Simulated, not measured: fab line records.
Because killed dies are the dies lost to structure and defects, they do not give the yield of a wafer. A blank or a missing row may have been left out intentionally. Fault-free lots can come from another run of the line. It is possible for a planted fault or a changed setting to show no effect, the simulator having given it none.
A struck lot beside a sound one | flow ritCmos | 15 out of 202 route steps
Sound: the wafers L445.3, L445.5, L445.6. The struck wafers were L465.1, L465.2, L465.3. The cause is given at the end.
Order at every step that has rows: each side's tool, ch and its chambers, its first start. Under that, the readings that differ: sound wafers | struck wafers | difference of the means | sigmas: that difference in standard deviations of wafers without a fault.
alike: readings with means less than 2 such deviations apart, plus words and numbers identical on both sides. not compared: withheld readings, readings lacking a value on some wafer, bounds such as >300 that could conceal the same value, and numbers that have no deviation in the record and whose values overlap.
A row with sigmas, a row that says differs or no value, or rows on one side alone: a step with any of these is where the two part. Numbers that have no deviation but don't overlap get no sigmas and don't part them. Lack of a reading on every wafer of one side parts them only where that side has two or more wafers.

RIT_ACTIVE_BOW_MEAS_00:
  sound on filmMetro-04, day 1 10:02; struck on filmMetro-02, day 5 14:00
  alike: INCOMING_BOW
then, 1 step without rows for these wafers: RIT_ACTIVE_OXIDATION_01 (target thk 46.8 nm, ox time 3360 s).
RIT_ACTIVE_THK_MEAS_02:
  sound on filmMetro-04, day 1 13:08; struck on filmMetro-01, day 5 18:31
  alike: ACTIVE_OXIDE_THK
then, 1 step without rows for these wafers: RIT_ACTIVE_CVD_03 (deposits Si3N4 from SiH2Cl2/NH3, target thk 150 nm, time 1500 s).
RIT_ACTIVE_THK_MEAS_04:
  sound on filmMetro-02, day 1 14:37; struck on filmMetro-02, day 5 19:59
  alike: ACTIVE_NITRIDE_THK
then, 1 step without rows for these wafers: RIT_ACTIVE_HMDS_05 (prime time 57.66 s).
RIT_ACTIVE_COAT_06: resist thk 1000 nm.
  sound on lithoTrack-03 ch 0, day 1 14:51; struck on lithoTrack-03 ch 0, day 5 20:12
reading                                    | sound             | struck            | difference | sigmas
model.NOVOLAK_of_ACTIVE_COAT_06.thkNm (nm) | 994.7 994.2 993.4 | 479.6 479.8 478.3 | -514.9     | 
  alike: chillPlateTempC
then, 4 steps without rows for these wafers: RIT_ACTIVE_SOFTBAKE_07 (time 60 s); RIT_ACTIVE_EXPOSE_08 (exposes mask M1, target cd 1400 nm); RIT_ACTIVE_PEB_09; RIT_ACTIVE_DEVELOP_10 (develop time 50 s).
RIT_ACTIVE_CD_MEAS_11: the cd target is 1400 nm.
  sound on cdSem-02, day 1 15:40; struck on cdSem-02, day 5 21:11
reading   | sound                | struck               | difference | sigmas
cdNm (nm) | 1397.5 1400.4 1399.9 | 1328.1 1329.0 1328.8 | -70.6      | -27
  not compared: hold
RIT_ACTIVE_ETCH_13: etches Si3N4 in SF6, stops on SiO2, time 210 s, target depth 210 nm.
  sound on rieDiel-04 ch 2,3, day 1 15:53; struck on rieDiel-04 ch 0,1,3, day 6 00:17
reading                                    | sound             | struck            | difference | sigmas
model.NOVOLAK_of_ACTIVE_COAT_06.thkNm (nm) | 644.8 645.4 647.8 | 198.1 198.7 184.7 | -452.2     | 
model.ACTIVE.cdNm (nm)                     | 1398 1400 1400    | 1328 1329 1329    | -71        | 
  alike: SF6_flow_sccm, drypumpMotorCurrentA, oesProductAu, throttleValvePct
  not compared: rfHoursCounterH
RIT_ACTIVE_STRIP_14: strips in O2, time 180 s.
  sound on plasmaAsher-03 ch 0,1, day 1 16:05; struck on plasmaAsher-01 ch 0,1, day 6 00:25
  alike: drypumpMotorCurrentA
  not compared: rfHoursCounterH
-- the record jumps here: 2 days lie between the struck wafers' starts before and after (it left off in module ACTIVE and takes up again in module M1, whose first step shown is number 202 of the route) --
RIT_M1_PROBE_99:
  only the struck wafers here have rows in the record (prober-02, day 8 06:07); the sound ones have none

== WHERE THEY PART ==
Last at RIT_M1_PROBE_99 as far as this record goes, first at RIT_ACTIVE_CD_MEAS_11.

WHY: the cause the simulator had injected
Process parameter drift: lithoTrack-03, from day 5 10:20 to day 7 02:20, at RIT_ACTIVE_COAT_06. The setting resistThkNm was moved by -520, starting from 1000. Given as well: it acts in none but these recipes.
